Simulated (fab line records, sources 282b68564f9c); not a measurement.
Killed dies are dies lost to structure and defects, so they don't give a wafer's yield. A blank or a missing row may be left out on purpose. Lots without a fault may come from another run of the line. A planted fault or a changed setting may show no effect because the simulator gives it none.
A struck lot beside a sound one | flow rit_cmos | 29 steps out of a route of 202
Sound: wafers L292.1, L292.4, L292.5. Struck: wafers L306.2, L306.4, L306.6. The cause comes at the end.
At each step with rows: each side's tool, then ch and its chambers, then its first start. Under that, the readings that differ: sound wafers | struck wafers | difference of the means | sigmas: that difference in standard deviations of wafers without a fault.
alike: readings whose means differ by less than 2 such deviations, and words and numbers that are the same on both sides. not compared: withheld readings, readings that some wafer has no value for, bounds like >300 that may hide the same value, and numbers for which the record gives no deviation and whose values overlap.
The two part at a step that has a row with sigmas, a row that says differs or no value, or rows on one side only. Numbers that don't overlap but have no deviation are shown without sigmas and don't part them. A reading that every wafer of one side lacks parts them only if that side has two wafers or more.

RIT_FOX2_THK_MEAS_01:
  sound on film_metro-03, day 2 02:28; struck on film_metro-04, day 5 01:07
  reading             | sound       | struck      | difference | sigmas
  FOX2_OXIDE_THK (nm) | 354 357 353 | 336 343 338 | -16        | -3
then, 2 steps without rows for these wafers: RIT_FOX2_CLEAN_02 (cleans in dHF, time 180 s); RIT_FOX2_WET_ETCH_03 (etches Si3N4 in H3PO4, target depth 195 nm, time 2700 s).
RIT_FOX2_THK_MEAS_90:
  sound on film_metro-02, day 2 03:21; struck on film_metro-04, day 5 02:00
  reading                     | sound       | struck      | difference | sigmas
  FIELD_OXIDE_LEFT_1_THK (nm) | 327 330 325 | 309 316 310 | -16        | -3
then, 6 steps without rows for these wafers: RIT_NWELL_HMDS_00 (prime time 60 s); RIT_NWELL_COAT_01 (resist thk 1300 nm); RIT_NWELL_SOFTBAKE_02 (time 60 s); RIT_NWELL_EXPOSE_03 (exposes mask M2, target cd 43900 nm); RIT_NWELL_PEB_04; RIT_NWELL_DEVELOP_05 (develop time 68 s).
RIT_NWELL_OVL_MEAS_06:
  sound on overlay-01, day 2 04:28; struck on overlay-02, day 5 02:56
  reading        | sound          | struck      | difference | sigmas
  NWELL_OVL (nm) | -2.5 -1.4 -0.9 | 2.0 1.7 1.8 | +3.4       | +3
then, 1 step without rows for these wafers: RIT_NWELL_HARDBAKE_07 (time 120 s).
RIT_NWELL_IMPLANT_08:
  sound on implanter-01 ch 0, day 2 04:45; struck on implanter-01 ch 0, day 5 03:14
  reading            | sound                         | struck                        | difference | sigmas
  dose_ions_cm2      | 4.991e+13 4.987e+13 4.998e+13 | 4.749e+13 4.759e+13 4.755e+13 | -2.377e+12 | -39
  faraday_current_uA | 161.2 156.6 161.5             | 153.6 152.1 147.9             | -8.6       | -3
RIT_NWELL_STRIP_09: strips in O2, time 180 s.
  sound on plasma_asher-01 ch 0,1, day 2 04:54; struck on plasma_asher-03 ch 1, day 5 03:22
  alike: drypump_motor_current_A
  not compared: rf_hours_counter_h
RIT_NWELL_TW_MEAS_10:
  sound on film_metro-01, day 2 05:05; struck on film_metro-01, day 5 03:47
  reading  | sound          | struck         | difference | sigmas
  NWELL_TW | 2114 2114 2128 | 2094 2091 2086 | -28        | -2
  not compared: hold
then, 5 steps without rows for these wafers: RIT_PWELL_COAT_01 (resist thk 1300 nm); RIT_PWELL_SOFTBAKE_02 (time 60 s); RIT_PWELL_EXPOSE_03 (exposes mask M3, target cd 43700 nm); RIT_PWELL_PEB_04; RIT_PWELL_DEVELOP_05 (develop time 68 s).
RIT_PWELL_OVL_MEAS_06:
  sound on overlay-01, day 2 06:08; struck on overlay-01, day 5 17:48
  alike: PWELL_OVL
then, 2 steps without rows for these wafers: RIT_PWELL_HARDBAKE_07 (time 120 s); RIT_PWELL_IMPLANT_08.
RIT_PWELL_STRIP_09: strips in O2, time 180 s.
  sound on plasma_asher-03 ch 0,1, day 2 06:35; struck on plasma_asher-02 ch 0,1, day 5 18:41
  alike: drypump_motor_current_A
  not compared: rf_hours_counter_h
RIT_PWELL_TW_MEAS_10:
  sound on film_metro-04, day 2 06:45; struck on film_metro-04, day 5 18:52
  alike: PWELL_TW
then, 1 step without rows for these wafers: RIT_WELLDRIVE_ANNEAL_00 (time 14700 s).
RIT_WELLDRIVE_RS_MEAS_01: measures by four-point-probe.
  sound on film_metro-04, day 2 13:44; struck on film_metro-04, day 6 01:07
  reading           | sound             | struck            | difference | sigmas
  NWELL_RS (ohm/sq) | 276.7 276.1 275.2 | 285.4 284.6 284.7 | +8.9       | +10
  not compared: hold
RIT_WELLDRIVE_RS_MEAS_02: measures by four-point-probe.
  sound on film_metro-04, day 2 13:51; struck on film_metro-04, day 6 03:03
  reading           | sound             | struck                                                                     | difference                   | sigmas
  hold              | - - -             | await_dispo/1.8h/release await_dispo/1.8h/release await_dispo/1.8h/release | no value on the sound wafers |
  PWELL_RS (ohm/sq) | 429.9 428.6 428.5 | 432.4 433.4 432.0                                                          | +3.6                         | +3
then, 1 step without rows for these wafers: RIT_M1_PROBE_99.

WHERE THEY PART
First at RIT_FOX2_THK_MEAS_01; last, within this record, at RIT_WELLDRIVE_RS_MEAS_02.

WHY: what the simulator had put in
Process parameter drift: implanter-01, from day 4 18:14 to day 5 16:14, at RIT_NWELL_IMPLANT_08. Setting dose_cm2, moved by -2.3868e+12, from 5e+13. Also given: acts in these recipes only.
